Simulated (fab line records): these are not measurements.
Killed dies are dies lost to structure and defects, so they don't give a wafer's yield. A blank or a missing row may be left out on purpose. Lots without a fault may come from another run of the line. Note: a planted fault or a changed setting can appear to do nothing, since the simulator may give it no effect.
Struck lot and sound lot, side by side	flow rit_cmos	15 steps out of a route of 202
Sound: wafers L326.1, L326.2, L326.6. Wafers struck: L315.4, L315.5, L315.6. The cause is named last.
For every step that has rows: the tool of each side, followed by ch and its chambers, followed by its first start. Under that, the readings that differ: sound wafers	struck wafers	difference of the means	sigmas: that difference in standard deviations of wafers without a fault.
alike: readings with means less than 2 such deviations apart, plus words and numbers identical on both sides. not compared: withheld readings, readings lacking a value on some wafer, bounds such as >300 that could conceal the same value, and numbers that have no deviation in the record and whose values overlap.
A row with sigmas, a row that says differs or no value, or rows on one side alone: a step with any of these is where the two part. When numbers do not overlap yet have no deviation, they are printed without sigmas and do not part them. A reading missing from all wafers of one side parts the sides only when that side holds two or more wafers.

RIT_SILICIDE_RTA_06: time 10 s, ramp up 5 s, ramp down 10 s.
  sound on rtp_anneal-01 ch 0, day 6 21:35; struck on rtp_anneal-02 ch 0, day 4 09:10
  alike: wafer_temp_C_max
RIT_CONTACT_CVD_00: deposits SiO2 from TEOS, target thk 400 nm, time 61 s.
  sound on pecvd-04 ch 0,1,2, day 6 21:38; struck on pecvd-02 ch 0,1,2, day 4 09:14
  alike: heater_power_w
RIT_CONTACT_THK_MEAS_01:
  struck on film_metro-03, day 4 09:17; sound on film_metro-04, day 6 21:41
  alike: CONTACT_TEOS_THK
then, 6 steps without rows for these wafers: RIT_CONTACT_HMDS_02 (prime time 60 s); RIT_CONTACT_COAT_03 (resist thk 1000 nm); RIT_CONTACT_SOFTBAKE_04 (time 60 s); RIT_CONTACT_EXPOSE_05 (exposes mask M11, target cd 1000 nm); RIT_CONTACT_PEB_06; RIT_CONTACT_DEVELOP_07 (develop time 120 s).
RIT_CONTACT_CD_MEAS_08 targets a cd of 1000 nm.
  struck on cd_sem-02, day 4 10:28; sound on cd_sem-02, day 6 22:43
reading	sound	struck	difference	sigmas
cd_nm (nm)	994.8 994.4 994.0	1003.7 1002.7 999.9	+7.7	+3
RIT_CONTACT_OVL_MEAS_09:
  struck on overlay-02, day 4 10:32; sound on overlay-02, day 6 22:50
  alike: CONTACT_OVL
then, 1 step without rows for these wafers: RIT_CONTACT_HARDBAKE_10 (time 60 s).
RIT_CONTACT_ETCH_11: etches SiO2 in CHF3/CF4/Ar, stops on TiSi2, target depth 480 nm, time 320 s.
  sound on rie_diel-02 ch 0,1,3, day 6 23:02; struck on rie_diel-04 ch 0,1, day 4 10:43
reading	sound	struck	difference	sigmas
rf_fwd_power_W (W)	199.3 199.4 199.0	167.2 167.9 166.7	-32.0	-49
throttle_valve_pct (%)	8.86 8.81 8.67	9.07 9.08 9.13	+0.31	+2
model.NOVOLAK_of_CONTACT_COAT_03.thk_nm (nm)	766.5 770.4 771.1	779.3 778.2 779.7	+9.7	
  alike: drypump_motor_current_A, oes_product_au
  not compared: rf_hours_counter_h
RIT_CONTACT_STRIP_12: strips in O2, time 180 s.
  sound on plasma_asher-02 ch 0,1, day 6 23:13; struck on plasma_asher-01 ch 0,1, day 4 10:58
  alike: drypump_motor_current_A
  not compared: rf_hours_counter_h
RIT_M1_PROBE_99:
  struck on prober-01, day 4 16:49; sound on prober-02, day 7 05:00
reading	sound	struck	difference	sigmas
model.etest.antenna_contact.vt_shift_v (V)	-0.01093 -0.01377 -0.0101	-0.0005745 -0.0007418 -0.0001027	+0.0111270	
  alike: killed_at_contacts, killed_at_front_end, killed_dies, killed_open, killed_short

WHERE THEY PART
At RIT_CONTACT_CD_MEAS_08 first; at RIT_CONTACT_ETCH_11 last (within this record only). Later steps at which nothing parts them and some readings are alike: RIT_CONTACT_STRIP_12, RIT_M1_PROBE_99.

WHY: the cause the simulator had injected
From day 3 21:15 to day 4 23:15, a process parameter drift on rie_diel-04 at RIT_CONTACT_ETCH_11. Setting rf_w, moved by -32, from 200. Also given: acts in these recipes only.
